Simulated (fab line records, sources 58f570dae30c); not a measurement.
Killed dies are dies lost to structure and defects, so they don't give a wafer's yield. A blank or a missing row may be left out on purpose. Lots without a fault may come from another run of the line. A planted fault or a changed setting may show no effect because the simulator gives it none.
fab line records | flow berkeley_cmos170
record lots=5 wafers=15 last_day=13
route steps=331 shown M2@280 V2@292
lots that met no fault: from a run of the same line without faults
start_h: hours from the record's first day to the start of the lot's first wafer shown | wait_h: hours since the lot's step before | " the same as in the row above | L1.1+2: a row that stands for several wafers | - no value, or no start given | * or withheld: withheld | < > ~ a bound
route shown NAME@n: a module of which the file shows steps, and the number in the route of the first | usual: mean/standard deviation of fault-free wafers | same: alike in all rows | chamber/n: place in a boat | sites: the reading at each site | _std_site: their standard deviation | _edge_site: outer sites' mean less inner sites' | radius_mm: how far each site lies from the wafer's centre | mask NAME#n: copy n | behind: the tool/chamber that last shaped the wafer | hold: why the lot was held/for how many hours/how that ended | device: the transistor (n, p or np) that didn't switch | end of line: the same wafers' tests at the end of the route | a step without rows: its recipe alone | killed: dies lost to structure and defects at the first sort, not the wafer's yield | map: a wafer's dies, x killed, . not, _ none there
set.NAME: the setting as run; set.NAME@STEP: as run at that earlier step | model.NAME: the simulator's own value behind a step, which no gauge read
lots at some steps of the route; a table a step, a row a wafer
services: from which hour (start_h, from the record's first day; less than 0 if before it) a tool's chamber was out of use, for how many hours, and why
## steps
# step UCB170_M2_COAT_09
# recipe resist=BARC temp_c=withheld time_s=withheld spin_rpm=3000 resist_thk_nm=withheld
# columns lot.wafer tool chamber start_h wait_h
L078.2+3+6 litho_track-03 0 202.25 0.0
L088.2+4+5 litho_track-04 0 264.83 0.1
L090.2+4+5 litho_track-03 0 265.27 0.0
L091.1+2+4 litho_track-03 0 285.09 0.2
L096.1+2+3 litho_track-02 0 292.84 0.0
# step UCB170_M2_COAT_10
# recipe resist=KrF spin_rpm=1500 resist_thk_nm=900
# columns lot.wafer tool chamber start_h wait_h
L078.2+3+6 litho_track-03 0 - -
L088.2+4+5 litho_track-04 0 - -
L090.2+4+5 litho_track-03 0 - -
L091.1+2+4 litho_track-03 0 - -
L096.1+2+3 litho_track-02 0 - -
# step UCB170_M2_SOFTBAKE_11
# recipe resist=KrF temp_c=130 time_s=58.97
# columns lot.wafer tool chamber start_h wait_h
L078.2+3+6 litho_track-03 0 - -
L088.2+4+5 litho_track-04 0 - -
L090.2+4+5 litho_track-03 0 - -
L091.1+2+4 litho_track-03 0 - -
L096.1+2+3 litho_track-02 0 - -
# step UCB170_M2_EXPOSE_12
# recipe mask_id=METAL2 target_cd_nm=700 na=0.5 sigma_outer=0.6 source_shape=conventional dose_mj=26
# columns lot.wafer tool chamber start_h wait_h mask
L078.2+3+6 krf_scanner-01 0 202.82 - METAL2#0
L088.2+4+5 krf_scanner-01 0 265.27 - METAL2#0
L090.2+4+5 krf_scanner-02 0 265.84 - METAL2#0
L091.1+2+4 krf_scanner-01 0 285.66 - METAL2#0
L096.1+2+3 krf_scanner-01 0 293.29 - METAL2#0
# step UCB170_M2_PEB_13
# recipe peb_temp_c=130 peb_time_s=withheld resist=KrF
# columns lot.wafer tool chamber start_h wait_h
L078.2+3+6 litho_track-04 0 203.77 0.9
L088.2+4+5 litho_track-02 0 265.39 0.1
L090.2+4+5 litho_track-04 0 265.97 0.1
L091.1+2+4 litho_track-02 0 286.21 0.5
L096.1+2+3 litho_track-02 0 293.41 0.1
# step UCB170_M2_DEVELOP_14
# recipe developer=TMAH develop_time_s=45 resist=KrF dev_temp_c=21
# columns lot.wafer tool chamber start_h wait_h
L078.2+3+6 litho_track-04 0 - -
L088.2+4+5 litho_track-02 0 - -
L090.2+4+5 litho_track-04 0 - -
L091.1+2+4 litho_track-02 0 - -
L096.1+2+3 litho_track-02 0 - -
# step UCB170_M2_CD_MEAS_15
# recipe target_cd_nm=700
# usual cd_nm=699.7/1.4
# columns lot.wafer tool chamber start_h wait_h cd_nm
L078.2 cd_sem-02 - 204.04 - 701.4
L078.3 " - " " 701.4
L078.6 " - " " 701.1
L088.2 cd_sem-02 - 265.66 - 701.8
L088.4 " - " " 701.2
L088.5 " - " " 701.2
L090.2 cd_sem-02 - 266.27 - 700.7
L090.4 " - " " 701.1
L090.5 " - " " 698.6
L091.1 cd_sem-02 - 286.48 - 699.6
L091.2 " - " " 701.1
L091.4 " - " " 699.3
L096.1 cd_sem-01 - 293.68 - 699.2
L096.2 " - " " 697.8
L096.3 " - " " 698.2
# step UCB170_M2_OVL_MEAS_16
# usual M2_OVL=-2/4.8
# columns lot.wafer tool chamber start_h wait_h M2_OVL[nm]
L078.2 overlay-02 - 204.14 0.1 2
L078.3 " - " " -3
L078.6 " - " " -5
L088.2 overlay-01 - 265.77 0.1 2
L088.4 " - " " -4
L088.5 " - " " 0
L090.2 overlay-02 - 266.37 0.1 0
L090.4 " - " " -3
L090.5 " - " " -5
L091.1 overlay-01 - 286.60 0.1 -13
L091.2 " - " " -5
L091.4 " - " " -6
L096.1 overlay-02 - 293.80 0.1 -1
L096.2 " - " " 7
L096.3 " - " " 7
# step UCB170_M2_ETCH_17
# recipe chemistry=N2/H2 target_depth_a=withheld overetch_a=withheld target=BARC time_s=withheld source_w=500 bias_w=100 pressure_mtorr=30 n2_flow_sccm=100 h2_flow_sccm=200
# usual drypump_motor_current_A=5.8/0.52 h2_flow_sccm=200.0/0.57 oes_product_au=1.006/0.016 throttle_valve_pct=13.29/0.13
# columns lot.wafer tool chamber start_h wait_h drypump_motor_current_A h2_flow_sccm oes_product_au throttle_valve_pct
L078.2 rie_diel-03 2 204.17 0.0 5.8 199.8 0.983 13.02
L078.3 " 3 " " 4.6 200.4 1.000 13.18
L078.6 " 2 " " 5.8 200.3 0.987 13.04
L088.2 rie_diel-03 1 265.80 0.0 5.4 199.4 1.011 13.47
L088.4 " 2 " " 5.7 200.0 0.975 13.02
L088.5 " 1 " " 5.3 199.8 1.004 13.45
L090.2 rie_diel-02 1 266.40 0.0 6.3 200.2 0.993 13.12
L090.4 " 2 " " 5.6 199.5 1.018 13.46
L090.5 " 2 " " 5.6 199.6 1.026 13.44
L091.1 rie_diel-04 2 286.64 0.0 5.8 199.3 1.024 13.30
L091.2 " 1 " " 5.4 200.2 1.037 13.28
L091.4 " 0 " " 5.5 199.4 1.010 13.19
L096.1 rie_diel-02 0 293.84 0.0 5.9 199.6 1.009 13.40
L096.2 " 3 " " 6.5 198.8 0.996 13.48
L096.3 " 1 " " 6.2 200.0 0.990 13.11
# step UCB170_M2_METAL_ETCH_18
# recipe chemistry=Cl2/BCl3 target=Al stop_on=SiO2 pressure_mtorr=12 target_depth_a=11700 over_etch_frac=0.3 time_s=195 icp_w=600 bias_w=120 Cl2_flow_sccm=90 bcl3_flow_sccm=45
# usual drypump_motor_current_A=6.0/0.41 oes_product_au=0.852/0.015 throttle_valve_pct=24.33/0.14
# columns lot.wafer tool chamber start_h wait_h drypump_motor_current_A oes_product_au rf_hours_counter_h throttle_valve_pct
L078.2 rie_metal-02 0 204.22 - 5.4 0.847 1.9 24.47
L078.3 " 1 " " 6.4 0.856 - 24.13
L078.6 " 1 " " 6.4 0.865 - 24.12
L088.2 rie_metal-02 1 265.84 - 6.4 0.851 6.1 24.13
L088.4 " 0 " " 5.4 0.844 - 24.45
L088.5 " 1 " " 6.5 0.851 - 24.14
L090.2 rie_metal-03 1 266.45 - 6.0 0.848 2.4 24.31
L090.4 " 0 " " 5.8 0.853 - 24.16
L090.5 " 0 " " 5.7 0.858 - 24.17
L091.1 rie_metal-02 1 286.68 - 6.4 0.866 6.8 24.15
L091.2 " 0 " " 5.4 0.841 4.1 24.47
L091.4 " 1 " " 6.4 0.859 - 24.13
L096.1 rie_metal-01 0 293.88 - 5.8 0.878 10.7 24.50
L096.2 " 1 " " 6.5 0.834 4.1 24.42
L096.3 " 0 " " 5.8 0.871 - 24.52
# step UCB170_M2_STRIP_19
# recipe chemistry=O2 power_w=400 pressure_mtorr=3500 platen_temp_c=withheld o2_flow_sccm=400 overash_fraction=0.5
# usual drypump_motor_current_A=6.0/0.53 o2_flow_sccm=399.9/1.2 oes_product_au=0.543/0.011
# columns lot.wafer tool chamber start_h wait_h drypump_motor_current_A o2_flow_sccm oes_product_au rf_hours_counter_h
L078.2 plasma_asher-04 1 204.40 0.1 5.4 399.1 0.556 42
L078.3 " 0 " " 6.3 399.5 0.545 -
L078.6 " 0 " " 6.2 399.5 0.535 -
L088.2 plasma_asher-03 0 266.03 0.1 6.8 401.3 0.526 14
L088.4 " 1 " " 6.4 400.2 0.532 -
L088.5 " 1 " " 6.4 399.4 0.515 -
L090.2 plasma_asher-04 0 266.63 0.1 6.3 401.1 0.547 50
L090.4 " 0 " " 6.2 398.7 0.534 -
L090.5 " 0 " " 6.2 401.0 0.542 -
L091.1 plasma_asher-04 0 286.87 0.1 6.3 401.0 0.535 52
L091.2 " 1 " " 5.4 400.7 0.547 52
L091.4 " 0 " " 6.2 399.5 0.527 -
L096.1 plasma_asher-03 0 294.07 0.1 6.8 399.1 0.536 18
L096.2 " 1 " " 6.4 401.2 0.552 18
L096.3 " 1 " " 6.4 400.4 0.543 -
# step UCB170_M2_CD_MEAS_90
# recipe target_cd_nm=700
# usual cd_nm=700.3/2.6
# columns lot.wafer tool chamber start_h wait_h cd_nm
L078.2 cd_sem-01 - 204.52 0.1 699.6
L078.3 " - " " 701.6
L078.6 " - " " 702.5
L088.2 cd_sem-02 - 266.15 0.1 704.5
L088.4 " - " " 704.1
L088.5 " - " " 702.0
L090.2 cd_sem-02 - 266.75 0.1 699.9
L090.4 " - " " 698.3
L090.5 " - " " 695.7
L091.1 cd_sem-02 - 286.97 0.1 701.0
L091.2 " - " " 702.9
L091.4 " - " " 702.3
L096.1 cd_sem-01 - 294.17 0.1 702.5
L096.2 " - " " 701.9
L096.3 " - " " 699.6
# step UCB170_V2_CVD_00
# recipe material=SiO2 target_thk_nm=2000 temp_c=390 precursor=TEOS/O2 time_s=250 rf_w=550 pressure_mtorr=9000
# usual heater_power_w=251/54
# columns lot.wafer tool chamber start_h wait_h heater_power_w
L078.2 pecvd-04 1 204.62 0.1 285
L078.3 " 0 " " 278
L078.6 " 1 " " 211
L088.2 pecvd-01 0 266.25 0.1 187
L088.4 " 0 " " 254
L088.5 " 1 " " 218
L090.2 pecvd-02 0 266.85 0.1 273
L090.4 " 0 " " 223
L090.5 " 2 " " 182
L091.1 pecvd-01 2 287.09 0.1 252
L091.2 " 0 " " 248
L091.4 " 1 " " 305
L096.1 pecvd-02 0 294.29 0.1 249
L096.2 " 2 " " 268
L096.3 " 1 " " 374
# step UCB170_V2_THK_MEAS_01
# recipe reads=SiO2_of_V2_CVD_00
# usual V2_TEOS_THK=2004/24
# columns lot.wafer tool chamber start_h wait_h V2_TEOS_THK[nm]
L078.2 film_metro-04 - 204.79 0.1 1963
L078.3 " - " " 1967
L078.6 " - " " 2001
L088.2 film_metro-04 - 266.41 0.1 2019
L088.4 " - " " 2071
L088.5 " - " " 2059
L090.2 film_metro-04 - 267.02 0.1 1985
L090.4 " - " " 2006
L090.5 " - " " 2030
L091.1 film_metro-02 - 287.24 0.1 1982
L091.2 " - " " 1999
L091.4 " - " " 2018
L096.1 film_metro-01 - 294.45 0.1 1985
L096.2 " - " " 1992
L096.3 " - " " 1980
# step UCB170_V2_CMP_02
# recipe material=SiO2 down_force_psi=6 platen_rpm=60 pad_velocity_m_s=0.75398
# usual head_pressure_psi=5.999/0.012 motor_current_A=15.9/2
# columns lot.wafer tool chamber start_h wait_h head_pressure_psi motor_current_A
L078.3 cmp-02 0 204.84 0.0 6.021 16.2
L078.2 " 3 " " 5.999 13.9
L078.6 " 0 " " 6.010 15.5
L088.2 cmp-01 0 266.51 0.1 5.992 15.9
L088.4 " 1 " " 5.995 13.7
L088.5 " 3 " " 6.007 14.6
L090.2 cmp-02 1 267.07 0.0 6.016 17.2
L090.4 " 0 " " 6.023 15.8
L090.5 " 1 " " 6.013 17.0
L091.2 cmp-01 3 287.30 0.0 6.006 14.8
L091.4 " 0 " " 5.994 16.4
L091.1 " 1 " " 6.006 13.1
L096.3 cmp-01 1 294.51 0.0 5.996 14.0
L096.1 " 2 " " 6.011 14.4
L096.2 " 0 " " 6.003 16.0
# step UCB170_V2_BOW_MEAS_03
# recipe mode=bow
# usual V2_BOW=37/7.1
# columns lot.wafer tool chamber start_h wait_h V2_BOW[um]
L078.2 film_metro-04 - 205.16 0.1 40
L078.3 " - " " 32
L078.6 " - " " 32
L088.2 film_metro-01 - 266.78 0.2 30
L088.4 " - " " 45
L088.5 " - " " 42
L090.2 film_metro-04 - 267.39 0.3 42
L090.4 " - " " 41
L090.5 " - " " 31
L091.1 film_metro-01 - 287.60 0.1 31
L091.2 " - " " 43
L091.4 " - " " 41
L096.1 film_metro-02 - 294.81 0.2 32
L096.2 " - " " 32
L096.3 " - " " 32
# step UCB170_V2_THK_MEAS_04
# recipe reads=SiO2_of_V2_CVD_00
# usual V2_POLISHED_THK=999.8/1
# columns lot.wafer tool chamber start_h wait_h V2_POLISHED_THK[nm]
L078.2 film_metro-04 - 205.27 0.1 999.7
L078.3 " - " " 1000.9
L078.6 " - " " 999.5
L088.2 film_metro-01 - 266.89 0.1 999.4
L088.4 " - " " 999.1
L088.5 " - " " 1001.3
L090.2 film_metro-04 - 267.50 0.1 1000.2
L090.4 " - " " 998.9
L090.5 " - " " 999.3
L091.1 film_metro-01 - 287.72 0.1 1000.2
L091.2 " - " " 998.7
L091.4 " - " " 999.9
L096.1 film_metro-02 - 294.93 0.1 1000.8
L096.2 " - " " 1000.8
L096.3 " - " " 998.6
# step UCB170_V2_CLEAN_05
# recipe chemistry=DIW
# columns lot.wafer tool chamber start_h wait_h
L078.2+3+6 wet_bench-04 0 206.41 1.1
L088.2+4+5 wet_bench-01 1 266.94 0.0
L090.2+4+5 wet_bench-01 3 267.55 0.0
L091.1+2+4 wet_bench-04 1 287.87 0.1
L096.1+2+3 wet_bench-03 1 294.99 0.1
# step UCB170_V2_HMDS_06
# recipe prime_time_s=60 prime_temp_c=100
# columns lot.wafer tool chamber start_h wait_h
L078.2+3+6 litho_track-04 0 206.82 0.2
L088.2+4+5 litho_track-03 0 267.19 0.1
L090.2+4+5 litho_track-04 0 267.76 0.0
L091.1+2+4 litho_track-01 0 288.05 0.0
L096.1+2+3 litho_track-04 0 295.17 0.0
# step UCB170_V2_COAT_07
# recipe resist=KrF spin_rpm=1500 resist_thk_nm=900
# columns lot.wafer tool chamber start_h wait_h
L078.2+3+6 litho_track-04 0 206.97 0.1
L088.2+4+5 litho_track-03 0 267.34 0.1
L090.2+4+5 litho_track-04 0 267.91 0.1
L091.1+2+4 litho_track-01 0 288.20 0.1
L096.1+2+3 litho_track-04 0 295.32 0.1
# step UCB170_V2_SOFTBAKE_08
# recipe resist=KrF temp_c=130 time_s=62.7
# usual plate_sensor_t_centre_C=131.41/0.0098 plate_sensor_t_edge_C=131.53/0.01
# columns lot.wafer tool chamber start_h wait_h plate_sensor_t_centre_C plate_sensor_t_edge_C
L078.2 litho_track-04 0 207.12 0.1 131.41 131.51
L078.3 " 0 " " 131.4 131.56
L078.6 " 0 " " 131.43 131.54
L088.2 litho_track-03 0 267.49 0.1 131.41 131.52
L088.4 " 0 " " 131.41 131.54
L088.5 " 0 " " 131.42 131.53
L090.2 litho_track-04 0 268.06 0.1 131.41 131.53
L090.4 " 0 " " 131.41 131.54
L090.5 " 0 " " 131.4 131.54
L091.1 litho_track-01 0 288.35 0.1 131.42 131.52
L091.2 " 0 " " 131.41 131.52
L091.4 " 0 " " 131.4 131.54
L096.1 litho_track-04 0 295.47 0.1 131.42 131.53
L096.2 " 0 " " 131.41 131.53
L096.3 " 0 " " 131.42 131.53
# step UCB170_V2_EXPOSE_09
# recipe mask_id=VIA2 target_cd_nm=700 na=0.5 sigma_outer=0.6 source_shape=conventional dose_mj=37
# columns lot.wafer tool chamber start_h wait_h mask
L078.2+3+6 krf_scanner-02 0 - - VIA2#0
L088.2+4+5 krf_scanner-01 0 267.76 0.2 VIA2#0
L090.2+4+5 krf_scanner-02 0 268.33 0.2 VIA2#0
L091.1+2+4 krf_scanner-01 0 288.50 0.1 VIA2#0
L096.1+2+3 krf_scanner-01 0 295.74 0.2 VIA2#0
# step UCB170_V2_PEB_10
# recipe peb_temp_c=130 peb_time_s=withheld resist=KrF
# columns lot.wafer tool chamber start_h wait_h
L078.2+3+6 litho_track-01 0 - -
L088.2+4+5 litho_track-01 0 267.88 0.1
L090.2+4+5 litho_track-04 0 268.66 0.3
L091.1+2+4 litho_track-04 0 288.61 0.1
L096.1+2+3 litho_track-04 0 295.86 0.1
# step UCB170_V2_DEVELOP_11
# recipe developer=TMAH develop_time_s=45 resist=KrF dev_temp_c=21
# columns lot.wafer tool chamber start_h wait_h
L078.2+3+6 litho_track-01 0 - -
L088.2+4+5 litho_track-01 0 - -
L090.2+4+5 litho_track-04 0 - -
L091.1+2+4 litho_track-04 0 - -
L096.1+2+3 litho_track-04 0 - -
# step UCB170_V2_CD_MEAS_12
# recipe target_cd_nm=700
# usual cd_nm=700.2/1.4
# columns lot.wafer tool chamber start_h wait_h cd_nm
L078.2 cd_sem-01 - 208.92 - 701.2
L078.3 " - " " 702.2
L078.6 " - " " 701.0
L088.2 cd_sem-02 - 268.17 - 699.4
L088.4 " - " " 699.2
L088.5 " - " " 700.1
L090.2 cd_sem-02 - 268.93 - 700.8
L090.4 " - " " 701.1
L090.5 " - " " 699.2
L091.1 cd_sem-02 - 288.89 - 701.4
L091.2 " - " " 699.6
L091.4 " - " " 700.9
L096.1 cd_sem-01 - 296.13 - 700.3
L096.2 " - " " 701.4
L096.3 " - " " 702.6
## services
# columns tool chamber start_h hours kind
rie_diel-03 3 185.55 2.7 repair
cmp-02 - 187.53 1.8 repair
rie_diel-02 2 187.66 1.7 repair
plasma_asher-03 - 198.73 28.1 pm
rie_diel-03 1 207.41 9.7 repair
krf_scanner-02 - 208.25 0.8 pm
rie_diel-02 - 209.87 2.8 pm
rie_metal-02 0 212.57 7.1 repair
krf_scanner-01 - 218.20 3.6 pm
rie_diel-03 3 218.94 1.4 repair
cmp-02 - 232.00 4.0 pm
krf_scanner-01 - 235.17 0.6 repair
rie_diel-03 2 240.09 8.8 repair
pecvd-02 - 242.50 14.0 pm
krf_scanner-02 - 242.83 1.3 pm
krf_scanner-01 - 244.30 1.3 pm
rie_metal-02 - 257.60 2.8 pm
rie_diel-03 0 261.13 5.3 repair
rie_diel-03 3 269.35 2.9 repair
cmp-01 - 276.62 1.8 repair
rie_diel-02 2 277.84 5.0 repair
krf_scanner-02 - 278.23 4.3 repair
plasma_asher-04 - 295.25 3.4 repair
rie_diel-03 1 295.69 3.9 repair
## key
fault none
